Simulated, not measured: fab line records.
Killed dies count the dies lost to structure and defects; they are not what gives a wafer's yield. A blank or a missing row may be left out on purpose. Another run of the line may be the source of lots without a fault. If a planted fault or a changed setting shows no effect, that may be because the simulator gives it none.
Which of the tools did it? | flow berkeley cmos170 | 13 lots, 39 wafers sampled, at 5 steps of a route of 331

WHAT EACH GAUGE READ, for each wafer
UCB170_V1_THK_MEAS_04.
lot  | measured     | on            | V1_POLISHED_THK (nm)
L300 | day 7 03:41  | film metro-03 | 1000.6 1001.5 998.2
L303 | day 7 16:14  | film metro-04 | 999.8 1001.5 999.8
L302 | day 7 16:32  | film metro-01 | 998.9 999.2 999.4
L301 | day 7 16:14  | film metro-03 | 997.3 998.5 999.5
L304 | day 8 12:50  | film metro-01 | 999.1 1001.3 1001.2
L311 | day 10 01:43 | film metro-03 | 999.9 999.7 1000.4
L314 | day 10 14:32 | film metro-01 | 999.6 997.7 998.4
L317 | day 11 04:17 | film metro-03 | 1000.4 998.2 999.6
L316 | day 11 04:35 | film metro-04 | 999.7 999.0 998.5
L319 | day 11 17:31 | film metro-01 | 1000.6 1000.1 1000.2
L320 | day 12 00:57 | film metro-01 | 1003.6 1001.7 1001.8
L322 | day 12 01:14 | film metro-04 | 1001.5 999.8 1001.3
L321 | day 12 01:16 | film metro-01 | 1001.6 1001.2 1000.2

UCB170_M2_RS_MEAS_02: uses a four-point probe to measure.
lot  | measured     | on            | M2_AL_RS (ohm/sq)
L300 | day 7 05:47  | film metro-03 | 0.0323 0.0324 0.0327
L303 | day 7 18:11  | film metro-02 | 0.0322 0.0323 0.0322
L302 | day 7 18:23  | film metro-03 | 0.0316 0.0318 0.0317
L301 | day 7 18:16  | film metro-04 | 0.0319 0.0322 0.0323
L304 | day 8 14:37  | film metro-03 | 0.0324 0.0325 0.0323
L311 | day 10 05:55 | film metro-02 | 0.0329 0.0331 0.0326
L314 | day 10 16:29 | film metro-04 | 0.0324 0.0320 0.0322
L317 | day 11 06:42 | film metro-02 | 0.0322 0.0319 0.0322
L316 | day 11 06:57 | film metro-04 | 0.0322 0.0324 0.0326
L319 | day 11 19:47 | film metro-02 | 0.0323 0.0319 0.0321
L320 | day 12 03:05 | film metro-02 | 0.0325 0.0323 0.0323
L322 | day 12 03:13 | film metro-04 | 0.0324 0.0332 0.0327
L321 | day 12 03:23 | film metro-02 | 0.0319 0.0323 0.0321

WHICH TOOL RAN EACH LOT (tool, then ch and the chambers of the sampled wafers, then the start)
lot  | UCB170_CONTACT_STRIP_06              | UCB170_V1_ETCH_14                  | UCB170_V1_STRIP_15
L300 | plasma asher-01 ch 0,1, day 6 14:38  | rie diel-04 ch 2,3, day 7 05:10    | plasma asher-02 ch 0,1, day 7 05:23
L303 | plasma asher-02 ch 0,1, day 7 07:19  | rie diel-02 ch 2,3, day 7 17:37    | plasma asher-02 ch 0,1, day 7 17:47
L302 | plasma asher-01 ch 0, day 7 07:40    | rie diel-01 ch 1,2, day 7 17:50    | plasma asher-03 ch 0,1, day 7 18:01
L301 | plasma asher-04 ch 0,1, day 7 07:46  | rie diel-04 ch 2,3, day 7 17:43    | plasma asher-04 ch 0,1, day 7 17:54
L304 | plasma asher-01 ch 0,1, day 7 23:43  | rie diel-02 ch 0,1,2, day 8 14:04  | plasma asher-03 ch 0,1, day 8 14:14
L311 | plasma asher-04 ch 0,1, day 9 19:10  | rie diel-01 ch 0,1, day 10 05:07   | plasma asher-02 ch 0,1, day 10 05:17
L314 | plasma asher-04 ch 0,1, day 10 05:01 | rie diel-01 ch 0,1,2, day 10 15:56 | plasma asher-02 ch 0,1, day 10 16:07
L317 | plasma asher-01 ch 0,1, day 10 18:53 | rie diel-04 ch 1,2, day 11 06:07   | plasma asher-04 ch 0,1, day 11 06:19
L316 | plasma asher-01 ch 0,1, day 10 19:26 | rie diel-01 ch 0,3, day 11 06:23   | plasma asher-03 ch 0,1, day 11 06:34
L319 | plasma asher-04 ch 0,1, day 11 09:13 | rie diel-02 ch 1,3, day 11 19:14   | plasma asher-03 ch 0,1, day 11 19:25
L320 | plasma asher-04 ch 0,1, day 11 13:12 | rie diel-04 ch 1,2, day 12 02:31   | plasma asher-03 ch 1, day 12 02:42
L322 | plasma asher-02 ch 0,1, day 11 13:41 | rie diel-02 ch 1,2,3, day 12 02:40 | plasma asher-03 ch 0,1, day 12 02:51
L321 | plasma asher-02 ch 0,1, day 11 15:01 | rie diel-04 ch 0,2,3, day 12 02:48 | plasma asher-02 ch 0,1, day 12 03:01
- UCB170_CONTACT_STRIP_06: strips in O2.
- UCB170_V1_ETCH_14: etches SiO2 in CHF3/CF4/Ar, stops on Al, target depth 1250 nm, time 291 s.
- UCB170_V1_STRIP_15: strips in O2.

WHAT THE TOOLS THEMSELVES READ (means of the sampled wafers that have a number; where no wafer has one, the mark that the record gives instead)
UCB170_CONTACT_STRIP_06.
lot  | tool            | drypump motor current A (A) | oes product au (a.u.) | strip time to endpoint s (s)
L300 | plasma asher-01 | 5.2                         | 0.733                 | 22.00
L303 | plasma asher-02 | 6.3                         | 0.732                 | 21.96
L302 | plasma asher-01 | 5.1                         | 0.737                 | 21.99
L301 | plasma asher-04 | 5.6                         | 0.734                 | 22.00
L304 | plasma asher-01 | 5.2                         | 0.739                 | 21.97
L311 | plasma asher-04 | 5.6                         | 0.737                 | 21.95
L314 | plasma asher-04 | 6.0                         | 0.736                 | 21.93
L317 | plasma asher-01 | 5.4                         | 0.733                 | 21.99
L316 | plasma asher-01 | 5.2                         | 0.735                 | 21.87
L319 | plasma asher-04 | 5.6                         | 0.734                 | 21.96
L320 | plasma asher-04 | 6.0                         | 0.735                 | 21.88
L322 | plasma asher-02 | 6.3                         | 0.732                 | 21.87
L321 | plasma asher-02 | 6.0                         | 0.735                 | 21.93

UCB170_V1_ETCH_14.
lot  | tool        | drypump motor current A (A) | mfc ar sccm (sccm) | oes product au (a.u.) | throttle valve pct (%)
L300 | rie diel-04 | 5.5                         | 149.9              | 0.864                 | 7.06
L303 | rie diel-02 | 5.9                         | 150.2              | 0.869                 | 7.08
L302 | rie diel-01 | 4.9                         | 149.6              | 0.858                 | 7.13
L301 | rie diel-04 | 5.9                         | 150.3              | 0.864                 | 7.11
L304 | rie diel-02 | 5.8                         | 150.1              | 0.860                 | 6.94
L311 | rie diel-01 | 4.9                         | 150.6              | 0.859                 | 7.11
L314 | rie diel-01 | 5.1                         | 150.0              | 0.872                 | 7.10
L317 | rie diel-04 | 5.3                         | 150.5              | 0.865                 | 7.18
L316 | rie diel-01 | 5.5                         | 149.6              | 0.879                 | 7.06
L319 | rie diel-02 | 6.0                         | 149.8              | 0.861                 | 6.92
L320 | rie diel-04 | 5.3                         | 150.4              | 0.872                 | 7.18
L322 | rie diel-02 | 5.9                         | 150.2              | 0.872                 | 6.98
L321 | rie diel-04 | 5.7                         | 150.1              | 0.878                 | 7.04

UCB170_V1_STRIP_15.
lot  | tool            | drypump motor current A (A) | oes product au (a.u.) | strip time to endpoint s (s)
L300 | plasma asher-02 | 6.3                         | 0.723                 | 15.46
L303 | plasma asher-02 | 6.3                         | 0.720                 | 15.16
L302 | plasma asher-03 | 5.7                         | 0.723                 | 15.45
L301 | plasma asher-04 | 6.0                         | 0.723                 | 15.24
L304 | plasma asher-03 | 5.8                         | 0.722                 | 15.11
L311 | plasma asher-02 | 6.0                         | 0.724                 | 15.33
L314 | plasma asher-02 | 6.3                         | 0.719                 | 15.33
L317 | plasma asher-04 | 6.0                         | 0.725                 | 15.29
L316 | plasma asher-03 | 5.8                         | 0.724                 | 15.33
L319 | plasma asher-03 | 5.8                         | 0.722                 | 15.23
L320 | plasma asher-03 | 5.5                         | 0.722                 | 15.27
L322 | plasma asher-03 | 5.8                         | 0.720                 | 15.23
L321 | plasma asher-02 | 6.3                         | 0.721                 | 15.35

THE ANSWER, worked out from the rows above alone
Rule: the usual values come from the lots themselves. The widest of any qualifying gaps counts: lots, ordered by their means at a reading, are off when they make up no more than a third of the lots, leave a main group of 4 or more, and stand apart from it by 3 or more times the standard deviation of that group's means. A main group is skipped when, at the precision printed for the reading in the tables above, its means are all equal. Also off: a lot with no number at a reading for which 4 or more lots have one. Where the step has rows for the other lots, those lots are counted as sound. First the gauges in route order, then the tools' own readings, where a lot's mean is used as printed above. The first step at which some lot is off is used, and at that step the reading that is off furthest; a lot without a number counts as furthest.
No lot is off on any of the readings shown, so nothing can be concluded from this.

WHAT THE SIMULATOR PUT IN
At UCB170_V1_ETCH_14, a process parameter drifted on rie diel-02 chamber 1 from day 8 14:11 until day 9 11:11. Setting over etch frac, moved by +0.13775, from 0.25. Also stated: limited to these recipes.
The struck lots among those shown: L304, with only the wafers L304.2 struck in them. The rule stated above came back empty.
